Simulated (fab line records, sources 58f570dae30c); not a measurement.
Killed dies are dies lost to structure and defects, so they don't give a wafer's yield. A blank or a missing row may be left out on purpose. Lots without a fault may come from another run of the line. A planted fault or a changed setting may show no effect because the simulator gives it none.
fab line records | flow berkeley_cmos170
record lots=5 wafers=15 last_day=12
route steps=331 shown PFIELD@83 FIELD@89 SACOX@97 SCREENOX@100 NVT@104 PVT@115 GATE@125
lots that met no fault: from a run of the same line without faults
start_h: hours from the record's first day to the start of the lot's first wafer shown | wait_h: hours since the lot's step before | " the same as in the row above | L1.1+2: a row that stands for several wafers | - no value, or no start given | * or withheld: withheld | < > ~ a bound
route shown NAME@n: a module of which the file shows steps, and the number in the route of the first | usual: mean/standard deviation of fault-free wafers | same: alike in all rows | chamber/n: place in a boat | sites: the reading at each site | _std_site: their standard deviation | _edge_site: outer sites' mean less inner sites' | radius_mm: how far each site lies from the wafer's centre | mask NAME#n: copy n | behind: the tool/chamber that last shaped the wafer | hold: why the lot was held/for how many hours/how that ended | device: the transistor (n, p or np) that didn't switch | end of line: the same wafers' tests at the end of the route | a step without rows: its recipe alone | killed: dies lost to structure and defects at the first sort, not the wafer's yield | map: a wafer's dies, x killed, . not, _ none there
set.NAME: the setting as run; set.NAME@STEP: as run at that earlier step | model.NAME: the simulator's own value behind a step, which no gauge read
lots at some steps of the route; a table a step, a row a wafer
services: from which hour (start_h, from the record's first day; less than 0 if before it) a tool's chamber was out of use, for how many hours, and why
## steps
# step UCB170_PFIELD_PEB_04
# recipe peb_temp_c=130 peb_time_s=withheld resist=KrF
# columns lot.wafer tool chamber start_h wait_h
L075.1+2+4 litho_track-04 0 89.84 0.8
L077.2+4+6 litho_track-01 0 99.83 0.4
L085.3+4+5 litho_track-01 0 150.85 0.7
L089.1+3+5 litho_track-04 0 184.97 0.1
L094.1+2+6 litho_track-01 0 197.33 0.6
# step UCB170_PFIELD_DEVELOP_05
# recipe developer=TMAH develop_time_s=45 resist=KrF dev_temp_c=21
# columns lot.wafer tool chamber start_h wait_h
L075.1+2+4 litho_track-04 0 - -
L077.2+4+6 litho_track-01 0 - -
L085.3+4+5 litho_track-01 0 - -
L089.1+3+5 litho_track-04 0 - -
L094.1+2+6 litho_track-01 0 - -
# step UCB170_PFIELD_OVL_MEAS_06
# usual PFIELD_OVL=-3/5.3
# columns lot.wafer tool chamber start_h wait_h PFIELD_OVL[nm]
L075.1 overlay-02 - 90.11 - 0
L075.2 " - " " 1
L075.4 " - " " -5
L077.2 overlay-02 - 100.08 - -9
L077.4 " - " " -4
L077.6 " - " " -10
L085.3 overlay-02 - 151.09 - -5
L085.4 " - " " -8
L085.5 " - " " -8
L089.1 overlay-01 - 185.25 - -2
L089.3 " - " " -5
L089.5 " - " " 0
L094.1 overlay-01 - 197.60 - -7
L094.2 " - " " -11
L094.6 " - " " -2
# step UCB170_PFIELD_IMPLANT_07
# recipe species=B dose_cm2=2e+13 energy_kev=80 tilt_deg=7
# usual beam_on_s=10.00/0.22
# columns lot.wafer tool chamber start_h wait_h beam_on_s
L075.1 implanter-03 0 90.15 0.0 9.91
L075.2 " 0 " " 9.98
L075.4 " 0 " " 9.90
L077.2 implanter-04 0 100.14 0.0 10.28
L077.4 " 0 " " 10.02
L077.6 " 0 " " 10.04
L085.3 implanter-03 0 151.16 0.1 9.85
L085.4 " 0 " " 9.88
L085.5 " 0 " " 10.51
L089.1 implanter-02 0 185.28 0.0 9.81
L089.3 " 0 " " 10.26
L089.5 " 0 " " 10.17
L094.1 implanter-04 0 197.64 0.0 10.16
L094.2 " 0 " " 9.83
L094.6 " 0 " " 10.21
# step UCB170_PFIELD_STRIP_08
# recipe chemistry=O2 power_w=400 pressure_mtorr=3500 platen_temp_c=withheld o2_flow_sccm=400 overash_fraction=0.5
# usual drypump_motor_current_A=5.6/0.52 oes_product_au=0.735/0.0049 strip_time_to_endpoint_s=21.67/0.065
# columns lot.wafer tool chamber start_h wait_h drypump_motor_current_A oes_product_au rf_hours_counter_h strip_time_to_endpoint_s
L075.1 plasma_asher-03 0 90.30 0.1 6.1 0.733 34 21.77
L075.2 " 1 " " 4.8 0.738 34 21.72
L075.4 " 0 " " 6.1 0.728 - 21.76
L077.2 plasma_asher-03 0 100.26 0.1 6.1 0.738 36 21.62
L077.4 " 0 " " 6.0 0.731 - 21.63
L077.6 " 1 " " 4.8 0.732 - 21.66
L085.3 plasma_asher-03 1 151.30 0.1 4.8 0.735 - 21.77
L085.4 " 0 " " 6.0 0.732 - 21.74
L085.5 " 0 " " 6.0 0.731 - 21.68
L089.1 plasma_asher-04 0 185.43 0.1 6.0 0.742 7 21.62
L089.3 " 0 " " 6.0 0.731 - 21.59
L089.5 " 0 " " 6.0 0.736 - 21.60
L094.1 plasma_asher-04 1 197.79 0.1 5.3 0.737 8 21.80
L094.2 " 0 " " 5.9 0.733 8 21.78
L094.6 " 1 " " 5.3 0.743 - 21.76
# step UCB170_PFIELD_TW_MEAS_09
# usual PFIELD_TW=599/3.2
# columns lot.wafer tool chamber start_h wait_h PFIELD_TW
L075.1 film_metro-02 - 90.40 0.1 602
L075.2 " - " " 605
L075.4 " - " " 598
L077.2 film_metro-04 - 100.37 0.1 595
L077.4 " - " " 593
L077.6 " - " " 593
L085.3 film_metro-02 - 151.38 0.1 602
L085.4 " - " " 601
L085.5 " - " " 601
L089.1 film_metro-01 - 185.53 0.1 599
L089.3 " - " " 597
L089.5 " - " " 598
L094.1 film_metro-04 - 197.89 0.1 599
L094.2 " - " " 598
L094.6 " - " " 596
# step UCB170_FIELD_CLEAN_00
# recipe chemistry=dHF dilution=25:1 time_s=7.5
# columns lot.wafer tool chamber start_h wait_h
L075.1+2+4 wet_bench-04 0 90.46 0.1
L077.2+4+6 wet_bench-02 1 100.42 0.0
L085.3+4+5 wet_bench-01 0 151.42 0.0
L089.1+3+5 wet_bench-04 0 185.59 0.1
L094.1+2+6 wet_bench-04 0 197.95 0.1
# step UCB170_FIELD_OXIDATION_01
# recipe temp_c=1000 ambient=H2O p_h2o_torr=584.62 target_thk_a=5583 ox_time_s=7200
# usual spike_tc_load_C=1026.3/2.9 tube_center_temp_C=1000/0.093
# columns lot.wafer tool chamber start_h wait_h spike_tc_load_C tube_center_temp_C
L075.1 furnace-01 0 94.86 4.4 1024.6 999.91
L075.2 " 0 " " 1023.5 999.99
L075.4 " 0 " " 1023.4 1000
L077.2 furnace-01 0 103.96 3.5 1024.4 999.96
L077.4 " 0 " " 1022.0 999.89
L077.6 " 0 " " 1023.5 1000
L085.3 furnace-04 0 156.97 5.5 1029.0 999.75
L085.4 " 0 " " 1030.7 1000
L085.5 " 0 " " 1030.4 1000
L089.1 furnace-01 0 192.35 6.7 1023.3 999.98
L089.3 " 0 " " 1021.9 999.92
L089.5 " 0 " " 1025.0 1000.1
L094.1 furnace-02 0 201.65 3.7 1027.2 1000.1
L094.2 " 0 " " 1028.0 1000
L094.6 " 0 " " 1026.9 1000
# step UCB170_FIELD_THK_MEAS_02
# recipe reads=SiO2_of_FIELD_OXIDATION_01
# usual FIELD_OXIDE_THK=563/9.3
# columns lot.wafer tool chamber start_h wait_h FIELD_OXIDE_THK[nm]
L075.1 film_metro-01 - 97.86 0.0 561
L075.2 " - " " 562
L075.4 " - " " 563
L077.2 film_metro-03 - 107.03 0.1 549
L077.4 " - " " 561
L077.6 " - " " 558
L085.3 film_metro-03 - 159.99 0.0 579
L085.4 " - " " 574
L085.5 " - " " 583
L089.1 film_metro-01 - 195.35 0.0 563
L089.3 " - " " 556
L089.5 " - " " 554
L094.1 film_metro-01 - 204.65 0.0 554
L094.2 " - " " 551
L094.6 " - " " 551
# step UCB170_FIELD_ANNEAL_03
# recipe temp_c=1000 time_s=1200 ambient=N2
# usual spike_tc_load_C=1026.8/2.5 tube_center_temp_C=1000/0.085
# columns lot.wafer tool chamber start_h wait_h spike_tc_load_C tube_center_temp_C
L075.1 furnace-02 0 100.78 2.9 1027.1 1000
L075.2 " 0 " " 1027.9 1000
L075.4 " 0 " " 1028.0 1000.1
L077.2 furnace-02 0 111.03 4.0 1028.5 999.88
L077.4 " 0 " " 1027.9 999.94
L077.6 " 0 " " 1028.2 1000
L085.3 furnace-04 0 170.15 10.2 1029.9 1000.2
L085.4 " 0 " " 1030.4 999.98
L085.5 " 0 " " 1029.4 1000.1
L089.1 furnace-01 0 199.76 4.4 1022.7 1000.1
L089.3 " 0 " " 1025.1 999.96
L089.5 " 0 " " 1023.4 1000.1
L094.1 furnace-02 0 207.25 2.6 1028.2 999.92
L094.2 " 0 " " 1025.7 1000
L094.6 " 0 " " 1028.0 1000
# step UCB170_FIELD_WET_ETCH_04
# recipe chemistry=dHF dilution=10:1 target=SiO2 temp_c=25 time_s=60
# columns lot.wafer tool chamber start_h wait_h
L075.1+2+4 wet_bench-02 1 102.11 0.0
L077.2+4+6 wet_bench-01 1 112.36 0.0
L085.3+4+5 wet_bench-04 0 171.48 0.0
L089.1+3+5 wet_bench-01 0 201.10 0.0
L094.1+2+6 wet_bench-04 1 208.69 0.1
# step UCB170_FIELD_WET_ETCH_05
# recipe chemistry=H3PO4 target=Si3N4 temp_c=160 time_s=12600
# columns lot.wafer tool chamber start_h wait_h
L075.1+2+4 wet_bench-02 0 102.14 0.0
L077.2+4+6 wet_bench-01 2 112.38 0.0
L085.3+4+5 wet_bench-01 0 171.51 0.0
L089.1+3+5 wet_bench-02 1 201.12 0.0
L094.1+2+6 wet_bench-04 0 208.71 0.0
# step UCB170_FIELD_WET_ETCH_06
# recipe chemistry=BOE dilution=5:1 target=SiO2 temp_c=25 time_s=22
# columns lot.wafer tool chamber start_h wait_h
L075.1+2+4 wet_bench-02 2 105.96 0.0
L077.2+4+6 wet_bench-01 0 116.27 0.4
L085.3+4+5 wet_bench-04 1 175.34 0.0
L089.1+3+5 wet_bench-01 0 204.75 0.1
L094.1+2+6 wet_bench-01 3 212.22 0.0
# step UCB170_FIELD_THK_MEAS_90
# recipe reads=SiO2_of_FIELD_OXIDATION_01
# usual FIELD_OXIDE_LEFT_1_THK=446/9.3
# columns lot.wafer tool chamber start_h wait_h FIELD_OXIDE_LEFT_1_THK[nm]
L075.1 film_metro-03 - 105.98 0.0 444
L075.2 " - " " 445
L075.4 " - " " 446
L077.2 film_metro-04 - 116.29 0.0 430
L077.4 " - " " 442
L077.6 " - " " 439
L085.3 film_metro-01 - 175.37 0.0 462
L085.4 " - " " 458
L085.5 " - " " 466
L089.1 film_metro-04 - 204.77 0.0 447
L089.3 " - " " 441
L089.5 " - " " 438
L094.1 film_metro-03 - 212.24 0.0 437
L094.2 " - " " 433
L094.6 " - " " 434
# step UCB170_SACOX_CLEAN_00
# recipe chemistry=dHF dilution=25:1 time_s=7.5
# columns lot.wafer tool chamber start_h wait_h
L075.1+2+4 wet_bench-01 0 106.04 0.1
L077.2+4+6 wet_bench-01 2 116.34 0.0
L085.3+4+5 wet_bench-01 0 175.41 0.0
L089.1+3+5 wet_bench-01 0 204.83 0.1
L094.1+2+6 wet_bench-01 2 212.43 0.2
# step UCB170_SACOX_OXIDATION_01
# recipe temp_c=900 ambient=O2 target_thk_a=144 ox_time_s=2400
# usual spike_tc_load_C=925.6/2.8 tube_center_temp_C=900/0.077
# columns lot.wafer tool chamber start_h wait_h spike_tc_load_C tube_center_temp_C
L075.1 furnace-01 0 109.71 3.7 921.8 899.92
L075.2 " 0 " " 922.4 899.98
L075.4 " 0 " " 921.9 900.06
L077.2 furnace-01 0 119.66 3.3 923.2 899.88
L077.4 " 0 " " 922.1 900.1
L077.6 " 0 " " 921.6 900.03
L085.3 furnace-01 0 187.93 12.5 923.0 899.96
L085.4 " 0 " " 921.6 900.09
L085.5 " 0 " " 923.1 899.97
L089.1 furnace-04 0 207.99 3.2 929.2 899.87
L089.3 " 0 " " 928.3 900.08
L089.5 " 0 " " 929.9 899.98
L094.1 furnace-02 0 217.38 4.9 925.4 900.08
L094.2 " 0 " " 925.1 900
L094.6 " 0 " " 924.9 899.91
# step UCB170_SACOX_THK_MEAS_02
# recipe reads=SiO2_of_SACOX_OXIDATION_01
# usual SACOX_OXIDE_THK=14.4/0.32
# columns lot.wafer tool chamber start_h wait_h SACOX_OXIDE_THK[nm]
L075.1 film_metro-02 - 111.38 0.0 13.7
L075.2 " - " " 13.8
L075.4 " - " " 14.0
L077.2 film_metro-02 - 121.34 0.0 14.4
L077.4 " - " " 14.5
L077.6 " - " " 14.5
L085.3 film_metro-03 - 189.62 0.0 13.7
L085.4 " - " " 14.1
L085.5 " - " " 13.9
L089.1 film_metro-04 - 209.66 0.0 14.3
L089.3 " - " " 14.3
L089.5 " - " " 14.3
L094.1 film_metro-03 - 219.04 0.0 14.2
L094.2 " - " " 14.5
L094.6 " - " " 14.5
# step UCB170_SCREENOX_WET_ETCH_00
# recipe chemistry=dHF dilution=25:1 target=SiO2 temp_c=25 time_s=200
# columns lot.wafer tool chamber start_h wait_h
L075.1+2+4 wet_bench-03 2 111.44 0.1
L077.2+4+6 wet_bench-01 1 121.39 0.0
L085.3+4+5 wet_bench-01 0 189.67 0.0
L089.1+3+5 wet_bench-02 3 209.72 0.1
L094.1+2+6 wet_bench-01 2 219.10 0.1
# step UCB170_SCREENOX_OXIDATION_01
# recipe temp_c=900 ambient=O2 target_thk_a=144 ox_time_s=2400
# usual spike_tc_load_C=926.7/2.5 tube_center_temp_C=900/0.083
# columns lot.wafer tool chamber start_h wait_h spike_tc_load_C tube_center_temp_C
L075.1 furnace-04 0 115.47 3.9 929.0 900.07
L075.2 " 0 " " 929.6 899.91
L075.4 " 0 " " 927.3 900.07
L077.2 furnace-04 0 125.73 4.3 928.4 899.93
L077.4 " 0 " " 927.1 900.12
L077.6 " 0 " " 929.9 899.93
L085.3 furnace-02 0 195.23 5.5 927.1 899.8
L085.4 " 0 " " 927.5 899.93
L085.5 " 0 " " 925.9 899.93
L089.1 furnace-01 0 214.90 5.1 922.4 900.07
L089.3 " 0 " " 921.6 899.86
L089.5 " 0 " " 922.5 899.95
L094.1 furnace-04 0 224.23 5.0 928.1 900.07
L094.2 " 0 " " 929.3 899.98
L094.6 " 0 " " 929.6 900.01
# step UCB170_SCREENOX_THK_MEAS_02
# recipe reads=SiO2_of_SCREENOX_OXIDATION_01
# usual SCREENOX_OXIDE_THK=14.48/0.29
# columns lot.wafer tool chamber start_h wait_h SCREENOX_OXIDE_THK[nm]
L075.1 film_metro-01 - 117.14 0.0 14.27
L075.2 " - " " 14.35
L075.4 " - " " 14.54
L077.2 film_metro-02 - 127.41 0.0 14.15
L077.4 " - " " 14.30
L077.6 " - " " 14.36
L085.3 film_metro-02 - 196.93 0.0 14.55
L085.4 " - " " 14.82
L085.5 " - " " 14.60
L089.1 film_metro-03 - 216.56 0.0 14.40
L089.3 " - " " 14.21
L089.5 " - " " 14.29
L094.1 film_metro-02 - 225.89 0.0 14.09
L094.2 " - " " 14.26
L094.6 " - " " 14.17
# step UCB170_SCREENOX_ANNEAL_03
# recipe temp_c=900 time_s=900 ambient=N2
# usual spike_tc_load_C=927.3/2.3 tube_center_temp_C=900.01/0.076
# columns lot.wafer tool chamber start_h wait_h spike_tc_load_C tube_center_temp_C
L075.1 furnace-02 0 121.11 4.0 926.0 900.04
L075.2 " 0 " " 926.1 900.07
L075.4 " 0 " " 927.4 900.06
L077.2 furnace-04 0 131.50 4.1 930.7 900.04
L077.4 " 0 " " 929.5 899.97
L077.6 " 0 " " 930.6 900
L085.3 furnace-02 0 200.40 3.5 926.4 900.04
L085.4 " 0 " " 926.2 900.02
L085.5 " 0 " " 927.0 899.94
L089.1 furnace-02 0 221.78 5.2 927.4 899.96
L089.3 " 0 " " 925.7 899.93
L089.5 " 0 " " 924.8 899.94
L094.1 furnace-04 0 229.89 4.0 929.2 900.03
L094.2 " 0 " " 929.5 899.97
L094.6 " 0 " " 928.5 900.08
# step UCB170_NVT_HMDS_00
# recipe prime_time_s=60 prime_temp_c=100
# columns lot.wafer tool chamber start_h wait_h
L075.1+2+4 litho_track-02 0 123.36 1.0
L077.2+4+6 litho_track-02 0 132.86 0.1
L085.3+4+5 litho_track-03 0 201.70 0.1
L089.1+3+5 litho_track-03 0 223.23 0.2
L094.1+2+6 litho_track-04 0 231.61 0.5
# step UCB170_NVT_COAT_01
# recipe resist=KrF spin_rpm=1500 resist_thk_nm=900
# columns lot.wafer tool chamber start_h wait_h
L075.1+2+4 litho_track-02 0 123.51 0.1
L077.2+4+6 litho_track-02 0 133.01 0.1
L085.3+4+5 litho_track-03 0 201.85 0.1
L089.1+3+5 litho_track-03 0 223.38 0.1
L094.1+2+6 litho_track-04 0 231.76 0.1
# step UCB170_NVT_SOFTBAKE_02
# recipe resist=KrF temp_c=130 time_s=60
# columns lot.wafer tool chamber start_h wait_h
L075.1+2+4 litho_track-02 0 123.66 0.1
L077.2+4+6 litho_track-02 0 133.16 0.1
L085.3+4+5 litho_track-03 0 202.00 0.1
L089.1+3+5 litho_track-03 0 223.53 0.1
L094.1+2+6 litho_track-04 0 231.91 0.1
# step UCB170_NVT_EXPOSE_03
# recipe mask_id=PWELL target_cd_nm=3000 na=0.5 sigma_outer=0.6 source_shape=conventional dose_mj=30
# columns lot.wafer tool chamber start_h wait_h mask
L075.1+2+4 krf_scanner-01 0 123.96 0.3 PWELL#0
L077.2+4+6 krf_scanner-02 0 133.43 0.2 PWELL#0
L085.3+4+5 krf_scanner-02 0 202.26 0.2 PWELL#0
L089.1+3+5 krf_scanner-01 0 223.81 0.2 PWELL#0
L094.1+2+6 krf_scanner-01 0 232.06 0.1 PWELL#0
# step UCB170_NVT_PEB_04
# recipe peb_temp_c=130 peb_time_s=withheld resist=KrF
# columns lot.wafer tool chamber start_h wait_h
L075.1+2+4 litho_track-03 0 124.54 0.6
L077.2+4+6 litho_track-02 0 133.55 0.1
L085.3+4+5 litho_track-03 0 202.60 0.3
L089.1+3+5 litho_track-02 0 224.55 0.7
L094.1+2+6 litho_track-03 0 232.65 0.6
# step UCB170_NVT_DEVELOP_05
# recipe developer=TMAH develop_time_s=45 resist=KrF dev_temp_c=21
# columns lot.wafer tool chamber start_h wait_h
L075.1+2+4 litho_track-03 0 - -
L077.2+4+6 litho_track-02 0 - -
L085.3+4+5 litho_track-03 0 - -
L089.1+3+5 litho_track-02 0 - -
L094.1+2+6 litho_track-03 0 - -
# step UCB170_NVT_OVL_MEAS_06
# usual NVT_OVL=-3/6.5
# columns lot.wafer tool chamber start_h wait_h NVT_OVL[nm]
L075.1 overlay-02 - 124.81 - 0
L075.2 " - " " -3
L075.4 " - " " 0
L077.2 overlay-02 - 133.81 - 1
L077.4 " - " " 8
L077.6 " - " " 8
L085.3 overlay-02 - 202.84 - 6
L085.4 " - " " 4
L085.5 " - " " 6
L089.1 overlay-02 - 224.83 - 1
L089.3 " - " " -5
L089.5 " - " " -4
L094.1 overlay-01 - 232.92 - -10
L094.2 " - " " -4
L094.6 " - " " -5
# step UCB170_NVT_IMPLANT_07
# recipe species=BF2 dose_cm2=3e+12 energy_kev=50 tilt_deg=7.233
# usual beam_on_s=9.99/0.2
# columns lot.wafer tool chamber start_h wait_h beam_on_s
L075.1 implanter-04 0 124.85 0.0 10.26
L075.2 " 0 " " 10.08
L075.4 " 0 " " 10.06
L077.2 implanter-01 0 133.86 0.0 10.16
L077.4 " 0 " " 9.89
L077.6 " 0 " " 9.98
L085.3 implanter-03 0 202.91 0.1 10.00
L085.4 " 0 " " 9.79
L085.5 " 0 " " 9.98
L089.1 implanter-01 0 224.87 0.0 10.14
L089.3 " 0 " " 10.42
L089.5 " 0 " " 10.08
L094.1 implanter-04 0 232.96 0.0 10.12
L094.2 " 0 " " 9.74
L094.6 " 0 " " 10.24
# step UCB170_NVT_STRIP_08
# recipe chemistry=O2 power_w=400 pressure_mtorr=3500 platen_temp_c=withheld o2_flow_sccm=400 overash_fraction=0.5
# usual drypump_motor_current_A=5.7/0.53 oes_product_au=0.734/0.0047 strip_time_to_endpoint_s=21.65/0.059
# columns lot.wafer tool chamber start_h wait_h drypump_motor_current_A oes_product_au rf_hours_counter_h strip_time_to_endpoint_s
L075.1 plasma_asher-01 1 125.00 0.1 6.2 0.729 33 21.68
L075.2 " 0 " " 5.1 0.740 33 21.69
L075.4 " 1 " " 6.2 0.739 - 21.67
L077.2 plasma_asher-02 0 133.99 0.1 6.4 0.731 44 21.60
L077.4 " 1 " " 5.2 0.737 - 21.56
L077.6 " 1 " " 5.2 0.738 - 21.53
L085.3 plasma_asher-02 0 203.04 0.1 6.3 0.741 - 21.57
L085.4 " 1 " " 5.3 0.737 - 21.61
L085.5 " 1 " " 5.3 0.730 - 21.49
L089.1 plasma_asher-02 1 225.02 0.1 5.3 0.732 52 21.61
L089.3 " 0 " " 6.4 0.742 - 21.64
L089.5 " 1 " " 5.3 0.733 - 21.63
L094.1 plasma_asher-02 1 233.11 0.1 5.3 0.734 53 21.66
L094.2 " 0 " " 6.3 0.734 53 21.66
L094.6 " 0 " " 6.3 0.732 - 21.66
# step UCB170_NVT_TW_MEAS_09
# usual NVT_TW=522/3.3
# columns lot.wafer tool chamber start_h wait_h NVT_TW
L075.1 film_metro-04 - 125.10 0.1 519
L075.2 " - " " 520
L075.4 " - " " 519
L077.2 film_metro-04 - 134.10 0.1 516
L077.4 " - " " 521
L077.6 " - " " 522
L085.3 film_metro-02 - 203.13 0.1 523
L085.4 " - " " 525
L085.5 " - " " 526
L089.1 film_metro-02 - 225.12 0.1 527
L089.3 " - " " 523
L089.5 " - " " 527
L094.1 film_metro-04 - 233.21 0.1 520
L094.2 " - " " 520
L094.6 " - " " 521
# step UCB170_NVT_CLEAN_10
# recipe chemistry=SPM temp_c=120 time_s=600
# columns lot.wafer tool chamber start_h wait_h
L075.1+2+4 wet_bench-04 0 127.36 2.3
L077.2+4+6 wet_bench-02 1 134.15 0.0
L085.3+4+5 wet_bench-04 0 203.17 0.0
L089.1+3+5 wet_bench-03 2 225.27 0.1
L094.1+2+6 wet_bench-03 0 234.87 1.6
# step UCB170_PVT_HMDS_00
# recipe prime_time_s=60 prime_temp_c=100
# columns lot.wafer tool chamber start_h wait_h
L075.1+2+4 litho_track-01 0 127.79 0.2
L077.2+4+6 litho_track-02 0 134.35 0.0
L085.3+4+5 litho_track-01 0 203.40 0.1
L089.1+3+5 litho_track-03 0 225.68 0.2
L094.1+2+6 litho_track-03 0 235.45 0.4
# step UCB170_PVT_COAT_01
# recipe resist=KrF spin_rpm=1500 resist_thk_nm=900
# columns lot.wafer tool chamber start_h wait_h
L075.1+2+4 litho_track-01 0 127.94 0.1
L077.2+4+6 litho_track-02 0 134.50 0.1
L085.3+4+5 litho_track-01 0 203.55 0.1
L089.1+3+5 litho_track-03 0 225.83 0.1
L094.1+2+6 litho_track-03 0 235.60 0.1
# step UCB170_PVT_SOFTBAKE_02
# recipe resist=KrF temp_c=130 time_s=60
# columns lot.wafer tool chamber start_h wait_h
L075.1+2+4 litho_track-01 0 128.09 0.1
L077.2+4+6 litho_track-02 0 134.65 0.1
L085.3+4+5 litho_track-01 0 203.70 0.1
L089.1+3+5 litho_track-03 0 225.98 0.1
L094.1+2+6 litho_track-03 0 235.75 0.1
# step UCB170_PVT_EXPOSE_03
# recipe mask_id=NWELL target_cd_nm=3000 na=0.5 sigma_outer=0.6 source_shape=conventional dose_mj=30
# columns lot.wafer tool chamber start_h wait_h mask
L075.1+2+4 krf_scanner-01 0 128.24 0.1 NWELL#0
L077.2+4+6 krf_scanner-02 0 134.92 0.2 NWELL#0
L085.3+4+5 krf_scanner-02 0 203.96 0.2 NWELL#0
L089.1+3+5 krf_scanner-01 0 226.26 0.2 NWELL#0
L094.1+2+6 krf_scanner-02 0 236.02 0.2 NWELL#0
# step UCB170_PVT_PEB_04
# recipe peb_temp_c=130 peb_time_s=withheld resist=KrF
# columns lot.wafer tool chamber start_h wait_h
L075.1+2+4 litho_track-03 0 128.36 0.1
L077.2+4+6 litho_track-01 0 135.05 0.1
L085.3+4+5 litho_track-01 0 204.52 0.5
L089.1+3+5 litho_track-03 0 226.41 0.1
L094.1+2+6 litho_track-01 0 236.54 0.5
# step UCB170_PVT_DEVELOP_05
# recipe developer=TMAH develop_time_s=45 resist=KrF dev_temp_c=21
# columns lot.wafer tool chamber start_h wait_h
L075.1+2+4 litho_track-03 0 - -
L077.2+4+6 litho_track-01 0 - -
L085.3+4+5 litho_track-01 0 - -
L089.1+3+5 litho_track-03 0 - -
L094.1+2+6 litho_track-01 0 - -
# step UCB170_PVT_OVL_MEAS_06
# usual PVT_OVL=-1/4.5
# columns lot.wafer tool chamber start_h wait_h PVT_OVL[nm]
L075.1 overlay-02 - 128.63 - 0
L075.2 " - " " 7
L075.4 " - " " 3
L077.2 overlay-02 - 135.31 - -4
L077.4 " - " " -1
L077.6 " - " " 5
L085.3 overlay-01 - 204.75 - -4
L085.4 " - " " -5
L085.5 " - " " 0
L089.1 overlay-02 - 226.68 - -3
L089.3 " - " " -8
L089.5 " - " " -6
L094.1 overlay-02 - 236.81 - 2
L094.2 " - " " 1
L094.6 " - " " 2
# step UCB170_PVT_IMPLANT_07
# recipe species=P dose_cm2=2e+12 energy_kev=30 tilt_deg=7
# usual beam_on_s=9.99/0.19
# columns lot.wafer tool chamber start_h wait_h beam_on_s
L075.1 implanter-02 0 128.67 0.0 9.96
L075.2 " 0 " " 9.75
L075.4 " 0 " " 9.75
L077.2 implanter-01 0 135.37 0.0 9.86
L077.4 " 0 " " 9.91
L077.6 " 0 " " 10.04
L085.3 implanter-02 0 204.83 0.1 10.03
L085.4 " 0 " " 9.82
L085.5 " 0 " " 10.08
L089.1 implanter-02 0 226.72 0.0 9.88
L089.3 " 0 " " 9.61
L089.5 " 0 " " 10.22
L094.1 implanter-01 0 236.85 0.0 10.08
L094.2 " 0 " " 9.96
L094.6 " 0 " " 10.02
# step UCB170_PVT_STRIP_08
# recipe chemistry=O2 power_w=400 pressure_mtorr=3500 platen_temp_c=withheld o2_flow_sccm=400 overash_fraction=0.5
# usual drypump_motor_current_A=5.6/0.53 oes_product_au=0.734/0.0047 strip_time_to_endpoint_s=21.66/0.067
# columns lot.wafer tool chamber start_h wait_h drypump_motor_current_A oes_product_au rf_hours_counter_h strip_time_to_endpoint_s
L075.1 plasma_asher-02 0 128.82 0.1 6.3 0.729 43 21.59
L075.2 " 1 " " 5.3 0.731 43 21.66
L075.4 " 1 " " 5.2 0.732 - 21.70
L077.2 plasma_asher-02 0 135.49 0.1 6.3 0.734 44 21.80
L077.4 " 1 " " 5.3 0.736 - 21.71
L077.6 " 0 " " 6.3 0.743 - 21.75
L085.3 plasma_asher-03 1 204.96 0.1 4.8 0.738 - 21.75
L085.4 " 0 " " 6.0 0.738 - 21.69
L085.5 " 0 " " 6.1 0.740 - 21.70
L089.1 plasma_asher-02 0 226.87 0.1 6.3 0.736 52 21.63
L089.3 " 0 " " 6.4 0.730 - 21.64
L089.5 " 0 " " 6.3 0.738 - 21.59
L094.1 plasma_asher-04 0 237.00 0.1 5.9 0.739 12 21.61
L094.2 " 1 " " 5.3 0.740 12 21.63
L094.6 " 0 " " 5.9 0.736 - 21.66
# step UCB170_PVT_TW_MEAS_09
# usual PVT_TW=504.1/1.9
# columns lot.wafer tool chamber start_h wait_h PVT_TW
L075.1 film_metro-01 - 128.92 0.1 505.8
L075.2 " - " " 508.0
L075.4 " - " " 505.6
L077.2 film_metro-04 - 135.60 0.1 505.7
L077.4 " - " " 501.2
L077.6 " - " " 504.8
L085.3 film_metro-03 - 205.05 0.1 503.5
L085.4 " - " " 503.2
L085.5 " - " " 504.1
L089.1 film_metro-01 - 226.97 0.1 503.7
L089.3 " - " " 504.8
L089.5 " - " " 504.4
L094.1 film_metro-04 - 237.10 0.1 502.7
L094.2 " - " " 503.2
L094.6 " - " " 503.5
# step UCB170_GATE_WET_ETCH_00
# recipe chemistry=dHF dilution=25:1 target=SiO2 temp_c=25 time_s=200
# columns lot.wafer tool chamber start_h wait_h
L075.1+2+4 wet_bench-04 0 128.98 0.1
L077.2+4+6 wet_bench-02 1 135.65 0.0
L085.3+4+5 wet_bench-01 1 205.09 0.0
L089.1+3+5 wet_bench-01 3 227.91 0.9
L094.1+2+6 wet_bench-01 0 237.16 0.1
# step UCB170_FIELD_THK_MEAS_91
# recipe reads=SiO2_of_FIELD_OXIDATION_01
# usual FIELD_OXIDE_LEFT_2_THK=358/9.3
# columns lot.wafer tool chamber start_h wait_h FIELD_OXIDE_LEFT_2_THK[nm]
L075.1 film_metro-01 - 129.05 0.0 355
L075.2 " - " " 357
L075.4 " - " " 358
L077.2 film_metro-03 - 135.72 0.0 342
L077.4 " - " " 354
L077.6 " - " " 351
L085.3 film_metro-03 - 205.17 0.0 375
L085.4 " - " " 370
L085.5 " - " " 378
L089.1 film_metro-01 - 227.97 0.0 358
L089.3 " - " " 352
L089.5 " - " " 350
L094.1 film_metro-04 - 237.22 0.0 348
L094.2 " - " " 345
L094.6 " - " " 346
## services
# columns tool chamber start_h hours kind
krf_scanner-02 - 73.76 1.3 pm
implanter-02 - 79.34 4.7 repair
furnace-04 - 88.07 5.7 pm
furnace-01 - 126.16 3.2 pm
krf_scanner-02 - 131.14 1.0 pm
krf_scanner-01 - 152.27 0.8 pm
krf_scanner-01 - 155.64 17.9 repair
implanter-01 - 156.26 4.2 pm
furnace-01 - 156.43 17.5 repair
krf_scanner-02 - 158.54 1.0 repair
implanter-02 - 165.20 3.2 pm
implanter-04 - 170.00 5.0 repair
furnace-04 - 173.22 18.5 repair
krf_scanner-02 - 173.69 0.8 pm
krf_scanner-01 - 174.44 1.3 pm
furnace-02 - 179.79 4.4 pm
krf_scanner-02 - 200.84 0.5 repair
implanter-01 - 204.15 1.6 repair
furnace-04 - 209.66 3.5 pm
plasma_asher-03 - 209.78 1.6 repair
furnace-02 - 219.04 2.7 pm
krf_scanner-01 - 219.29 1.0 pm
wet_bench-02 - 229.37 0.8 repair
krf_scanner-02 - 231.21 4.0 pm
## key
fault none
